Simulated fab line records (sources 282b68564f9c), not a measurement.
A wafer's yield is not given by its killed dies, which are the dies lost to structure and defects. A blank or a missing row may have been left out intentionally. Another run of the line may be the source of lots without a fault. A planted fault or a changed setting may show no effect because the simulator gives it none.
The tool behind it: which one?	flow rit_cmos	15 lots, 45 wafers sampled, at 2 steps of a route of 202

WHAT THE GAUGES READ, wafer by wafer
The record holds no reading of a measuring or inspecting step that can be judged against a usual standard deviation.

EACH LOT AND THE TOOL THAT RAN IT (in order: tool; ch and the chambers of the sampled wafers; start)
lot	RIT_SPACER_CVD_03	RIT_M1_PROBE_99
L675	lpcvd-02 ch 0, day 2 21:06	prober-01, day 3 10:30
L680	lpcvd-01 ch 1, day 3 21:18	prober-01, day 4 10:07
L682	lpcvd-02 ch 1, day 4 08:26	prober-01, day 4 21:31
L683	lpcvd-01 ch 1, day 4 13:27	prober-02, day 5 03:34
L685	lpcvd-02 ch 1, day 4 21:38	prober-02, day 5 11:01
L686	lpcvd-02 ch 0, day 5 03:55	prober-01, day 5 19:07
L687	lpcvd-01 ch 1, day 5 08:38	-
L688	lpcvd-02 ch 0, day 5 14:26	-
L689	lpcvd-01 ch 0, day 5 18:13	-
L691	lpcvd-02 ch 1, day 6 03:27	prober-02, day 6 17:50
L694	lpcvd-02 ch 0, day 6 20:23	prober-01, day 7 09:23
L695	lpcvd-01 ch 0, day 7 03:02	prober-02, day 7 15:50
L696	lpcvd-02 ch 1, day 7 04:32	prober-01, day 7 17:58
L697	lpcvd-01 ch 1, day 7 10:28	prober-02, day 8 00:46
L698	lpcvd-02 ch 1, day 7 16:34	prober-01, day 8 07:05
- RIT_SPACER_CVD_03: deposits Si3N4 from SiH2Cl2/NH3, target thk 250 nm, time 3300 s.
- RIT_M1_PROBE_99

AS READ BY THE TOOLS THEMSELVES (means over the sampled wafers that have a number; for cases with no such wafer, the mark the record gives instead)
RIT_SPACER_CVD_03. Usual: nh3_flow_sccm 150.0 sccm, standard deviation 0.49; pressure_mtorr 300.0 mTorr, standard deviation 0.56; sih2cl2_flow_sccm 60.00 sccm, standard deviation 0.15.
lot	tool	nh3_flow_sccm (sccm)	pressure_mtorr (mTorr)	sih2cl2_flow_sccm (sccm)	flag
L675	lpcvd-02	150.2	300.7	60.05	
L680	lpcvd-01	149.8	300.4	60.24	
L682	lpcvd-02	149.8	300.4	59.94	
L683	lpcvd-01	150.5	299.7	60.04	
L685	lpcvd-02	149.8	300.6	59.90	
L686	lpcvd-02	150.0	300.5	60.06	
L687	lpcvd-01	-	-	-	OFF
L688	lpcvd-02	-	-	-	OFF
L689	lpcvd-01	-	-	-	OFF
L691	lpcvd-02	149.9	300.0	60.11	
L694	lpcvd-02	149.6	299.7	60.03	
L695	lpcvd-01	149.9	299.7	60.03	
L696	lpcvd-02	150.7	299.7	60.03	
L697	lpcvd-01	150.2	299.8	60.04	
L698	lpcvd-02	149.7	298.9	60.17	

RIT_M1_PROBE_99. Usual: defect_limited_yield 97.5 %, standard deviation 1.2; killed_at_M0_to_M3 0.0, standard deviation 0.14; killed_at_contacts 0.0, standard deviation 0.22; killed_at_front_end 7, standard deviation 3; killed_dies 7, standard deviation 3.1; killed_open 3.4, standard deviation 2.1; killed_short 3.2, standard deviation 1.9; sort_bin_3_pad_short 0.1 %, standard deviation 0.25; sort_bin_5_function 1.4 %, standard deviation 0.76; sort_bin_6_memory 1.0 %, standard deviation 0.7; sort_n_pass 257, standard deviation 3.1; sort_yield_pct 97.5 %, standard deviation 1.2.
lot	tool	defect_limited_yield (%)	killed_at_M0_to_M3	killed_at_contacts	killed_at_front_end	killed_dies	killed_open	killed_short	sort_bin_3_pad_short (%)	sort_bin_5_function (%)	sort_bin_6_memory (%)	sort_n_pass	sort_yield_pct (%)	flag
L675	prober-01	96.6	0.0	0.0	9	9	3.7	5.3	0.3	2.3	0.9	255	96.6	
L680	prober-01	97.7	0.0	0.0	6	6	2.7	3.3	0.1	0.9	1.3	258	97.7	
L682	prober-01	97.5	0.0	0.3	6	7	3.3	3.3	0.0	1.6	0.9	257	97.5	
L683	prober-02	97.8	0.0	0.0	6	6	3.0	2.7	0.1	1.2	0.8	258	97.8	
L685	prober-02	98.2	0.0	0.0	5	5	2.3	2.3	0.0	0.9	0.9	259	98.2	
L686	prober-01	96.2	0.0	0.0	10	10	5.0	5.0	0.0	2.4	1.4	254	96.2	
L691	prober-02	97.6	0.0	0.0	6	6	2.3	4.0	0.3	1.5	0.7	258	97.6	
L694	prober-01	98.4	0.0	0.0	4	4	2.0	2.3	0.1	1.1	0.4	260	98.4	
L695	prober-02	95.9	0.0	0.0	11	11	5.0	6.0	0.4	2.7	1.1	253	95.9	
L696	prober-01	98.2	0.0	0.0	5	5	2.0	2.7	0.1	0.9	0.8	259	98.2	
L697	prober-02	97.3	0.3	0.3	6	7	4.0	3.0	0.0	1.9	0.8	257	97.3	
L698	prober-01	98.4	0.0	0.0	4	4	2.0	2.3	0.0	1.0	0.6	260	98.4	

THE ANSWER, worked out from the rows above alone
Rule: a lot is off if the mean of its wafers that have a number lies more than 3 standard deviations from the usual mean. Also off: a lot with no number at a reading for which 4 or more lots have one. The other lots that the step has rows for count as sound. First the gauges in route order, then the tools' own readings, where a lot's mean is used as printed above. The first step at which some lot is off is used, and at that step the reading that is off furthest; a lot without a number counts as furthest.
Off at RIT_SPACER_CVD_03 (nh3_flow_sccm): L687, L688, L689. Without a number there: L687, L688, L689.
A tool fits if, at that step or a process step before it, it ran every lot that is off, and no sound lot after the first of them. No candidate that was tried fits.

WHAT THE SIMULATOR HAD PUT IN
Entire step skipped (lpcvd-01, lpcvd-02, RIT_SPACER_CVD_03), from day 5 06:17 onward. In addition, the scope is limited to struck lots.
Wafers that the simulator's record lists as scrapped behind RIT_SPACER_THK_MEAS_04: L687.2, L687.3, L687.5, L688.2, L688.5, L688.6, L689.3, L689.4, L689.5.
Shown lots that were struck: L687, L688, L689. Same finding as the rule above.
